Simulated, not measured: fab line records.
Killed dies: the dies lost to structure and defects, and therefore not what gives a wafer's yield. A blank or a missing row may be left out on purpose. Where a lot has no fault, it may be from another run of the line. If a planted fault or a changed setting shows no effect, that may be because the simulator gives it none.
Lot-split experiment :: flow rit-cmos :: on a route of 202 steps: 5 lots, 23 wafers read

## THE SPLIT ITSELF
At RIT_NLDD_COAT_01 (resist thk 1000 nm), the setting spin-rpm was moved away from the recipe's 3250 rpm on 10 of the 23 wafers read, by -3.9% to +6.2%. All remaining wafers had this setting at the recipe value.

## FROM THE SPLIT TO THE READING: what the file shows between them, 3 steps
- RIT_NLDD_SOFTBAKE_02: time 60 s
- RIT_NLDD_EXPOSE_03: exposes mask M7, target cd 40700 nm
- RIT_NLDD_DEVELOP_05: develop time 50 s

## THE READING
NOVOLAK_of_NLDD_COAT_01.thk-nm (the simulator's own value, which no gauge read), in nm, at RIT_NLDD_HARDBAKE_07 (time 60 s). There is no usual value for it anywhere in the file. Here, 13 wafers ran the recipe; their average is 886.0 nm with a standard deviation of 2.3 nm.

wafer: L074.1
tool, chamber at the split: litho-track-01, 0
spin-rpm as run, rpm: 3250
against the recipe: recipe
NOVOLAK_of_NLDD_COAT_01.thk-nm, nm: 883.8
against lot-mates on the recipe: -

wafer: L074.2
tool, chamber at the split: litho-track-01, 0
spin-rpm as run, rpm: 3122
against the recipe: -3.9%
NOVOLAK_of_NLDD_COAT_01.thk-nm, nm: 898
against lot-mates on the recipe: +13.8

wafer: L074.4
tool, chamber at the split: litho-track-01, 0
spin-rpm as run, rpm: 3122
against the recipe: -3.9%
NOVOLAK_of_NLDD_COAT_01.thk-nm, nm: 903.7
against lot-mates on the recipe: +19.5

wafer: L074.5
tool, chamber at the split: litho-track-01, 0
spin-rpm as run, rpm: 3122
against the recipe: -3.9%
NOVOLAK_of_NLDD_COAT_01.thk-nm, nm: 900.6
against lot-mates on the recipe: +16.4

wafer: L074.6
tool, chamber at the split: litho-track-01, 0
spin-rpm as run, rpm: 3250
against the recipe: recipe
NOVOLAK_of_NLDD_COAT_01.thk-nm, nm: 884.6
against lot-mates on the recipe: -

wafer: L075.1
tool, chamber at the split: litho-track-04, 0
spin-rpm as run, rpm: 3250
against the recipe: recipe
NOVOLAK_of_NLDD_COAT_01.thk-nm, nm: 884.7
against lot-mates on the recipe: -

wafer: L075.2
tool, chamber at the split: litho-track-04, 0
spin-rpm as run, rpm: 3250
against the recipe: recipe
NOVOLAK_of_NLDD_COAT_01.thk-nm, nm: 881.6
against lot-mates on the recipe: -

wafer: L075.3
tool, chamber at the split: litho-track-04, 0
spin-rpm as run, rpm: 3178
against the recipe: -2.2%
NOVOLAK_of_NLDD_COAT_01.thk-nm, nm: 895.6
against lot-mates on the recipe: +12.4

wafer: L075.4
tool, chamber at the split: litho-track-04, 0
spin-rpm as run, rpm: 3178
against the recipe: -2.2%
NOVOLAK_of_NLDD_COAT_01.thk-nm, nm: 895.6
against lot-mates on the recipe: +12.4

wafer: L075.6
tool, chamber at the split: litho-track-04, 0
spin-rpm as run, rpm: 3178
against the recipe: -2.2%
NOVOLAK_of_NLDD_COAT_01.thk-nm, nm: 892.2
against lot-mates on the recipe: +9.0

wafer: L078.1
tool, chamber at the split: litho-track-01, 0
spin-rpm as run, rpm: 3250
against the recipe: recipe
NOVOLAK_of_NLDD_COAT_01.thk-nm, nm: 887.3
against lot-mates on the recipe: -

wafer: L078.3
tool, chamber at the split: litho-track-01, 0
spin-rpm as run, rpm: 3250
against the recipe: recipe
NOVOLAK_of_NLDD_COAT_01.thk-nm, nm: 887.4
against lot-mates on the recipe: -

wafer: L078.4
tool, chamber at the split: litho-track-01, 0
spin-rpm as run, rpm: 3175
against the recipe: -2.3%
NOVOLAK_of_NLDD_COAT_01.thk-nm, nm: 897.9
against lot-mates on the recipe: +10.7

wafer: L078.5
tool, chamber at the split: litho-track-01, 0
spin-rpm as run, rpm: 3175
against the recipe: -2.3%
NOVOLAK_of_NLDD_COAT_01.thk-nm, nm: 896.5
against lot-mates on the recipe: +9.3

wafer: L078.6
tool, chamber at the split: litho-track-01, 0
spin-rpm as run, rpm: 3250
against the recipe: recipe
NOVOLAK_of_NLDD_COAT_01.thk-nm, nm: 886.9
against lot-mates on the recipe: -

wafer: L080.1
tool, chamber at the split: litho-track-04, 0
spin-rpm as run, rpm: 3450
against the recipe: +6.2%
NOVOLAK_of_NLDD_COAT_01.thk-nm, nm: 859.7
against lot-mates on the recipe: -25.0

wafer: L080.2
tool, chamber at the split: litho-track-04, 0
spin-rpm as run, rpm: 3250
against the recipe: recipe
NOVOLAK_of_NLDD_COAT_01.thk-nm, nm: 883.9
against lot-mates on the recipe: -

wafer: L080.3
tool, chamber at the split: litho-track-04, 0
spin-rpm as run, rpm: 3450
against the recipe: +6.2%
NOVOLAK_of_NLDD_COAT_01.thk-nm, nm: 859.2
against lot-mates on the recipe: -25.5

wafer: L080.5
tool, chamber at the split: litho-track-04, 0
spin-rpm as run, rpm: 3250
against the recipe: recipe
NOVOLAK_of_NLDD_COAT_01.thk-nm, nm: 884.7
against lot-mates on the recipe: -

wafer: L080.6
tool, chamber at the split: litho-track-04, 0
spin-rpm as run, rpm: 3250
against the recipe: recipe
NOVOLAK_of_NLDD_COAT_01.thk-nm, nm: 885.6
against lot-mates on the recipe: -

wafer: L085.2
tool, chamber at the split: litho-track-01, 0
spin-rpm as run, rpm: 3250
against the recipe: recipe
NOVOLAK_of_NLDD_COAT_01.thk-nm, nm: 888.6
against lot-mates on the recipe: -

wafer: L085.6
tool, chamber at the split: litho-track-01, 0
spin-rpm as run, rpm: 3250
against the recipe: recipe
NOVOLAK_of_NLDD_COAT_01.thk-nm, nm: 888.6
against lot-mates on the recipe: -

wafer: L085.3
tool, chamber at the split: litho-track-01, 0
spin-rpm as run, rpm: 3250
against the recipe: recipe
NOVOLAK_of_NLDD_COAT_01.thk-nm, nm: 889.9
against lot-mates on the recipe: -

THE FIT
A straight line over all 23 wafers: NOVOLAK_of_NLDD_COAT_01.thk-nm changes by -4.15 nm for each +1% of spin-rpm; r = -0.98; the points scatter about the line by 2.3 nm.
The same after taking each lot's own level away (the mean of its wafers on the recipe; 23 wafers): -4.23 nm for each +1%; r = -0.99; scatter 1.4 nm.
That fit puts the effect of the largest move of spin-rpm on the reading at 26 nm.
Measured against the standard deviation above, the lots' own levels, which go from 883.15 to 889.03 nm, span 2.6 times it.
Consequently the slope shifts little with the lot-to-lot level, the two slopes agreeing.
Check: for one of the wafers moved furthest among these (+6.2%), held out of the fit, the line's prediction against its lot-mates is -26.1 nm. It came out at -25 nm against them.

## ADDITIONAL SPLITS CARRIED BY THESE WAFERS
Other splits were also applied to these wafers ahead of the reading. Each is held against what the fit with the lots' levels taken away leaves over:
other split on the same wafers: RIT_ACTIVE_OXIDATION_01 temp-c
wafers away from the commonest value: 15
r with NOVOLAK_of_NLDD_COAT_01.thk-nm (lot level and that fit taken away): +0.13

other split on the same wafers: RIT_ACTIVE_DEVELOP_10 develop-time-s
wafers away from the commonest value: 8
r with NOVOLAK_of_NLDD_COAT_01.thk-nm (lot level and that fit taken away): -0.09

other split on the same wafers: RIT_NWELL_IMPLANT_08 energy-kev
wafers away from the commonest value: 5
r with NOVOLAK_of_NLDD_COAT_01.thk-nm (lot level and that fit taken away): -0.05

other split on the same wafers: RIT_PWELL_IMPLANT_08 energy-kev
wafers away from the commonest value: 8
r with NOVOLAK_of_NLDD_COAT_01.thk-nm (lot level and that fit taken away): -0.10

other split on the same wafers: RIT_GATE_OXIDATION_05 temp-c
wafers away from the commonest value: 10
r with NOVOLAK_of_NLDD_COAT_01.thk-nm (lot level and that fit taken away): +0.15

## THE WHOLE CHAIN: every reading that the file lists as answering this split, in the file's order
step: RIT_NLDD_COAT_01
what it does: resist thk 1000 nm
reading: NOVOLAK_of_NLDD_COAT_01.thk-nm (the simulator's own value, which no gauge read)
change (the file's fit): -4.84 nm for each +1% of the setting
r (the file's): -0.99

step: RIT_NLDD_HARDBAKE_07
what it does: time 60 s
reading: NOVOLAK_of_NLDD_COAT_01.thk-nm (the simulator's own value, which no gauge read)
change (the file's fit): -4.23 nm for each +1% of the setting
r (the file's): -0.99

## THE FILE'S OWN FIT
NOVOLAK_of_NLDD_COAT_01.thk-nm changes by -4.23 nm for each +1% of spin-rpm, r = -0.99.
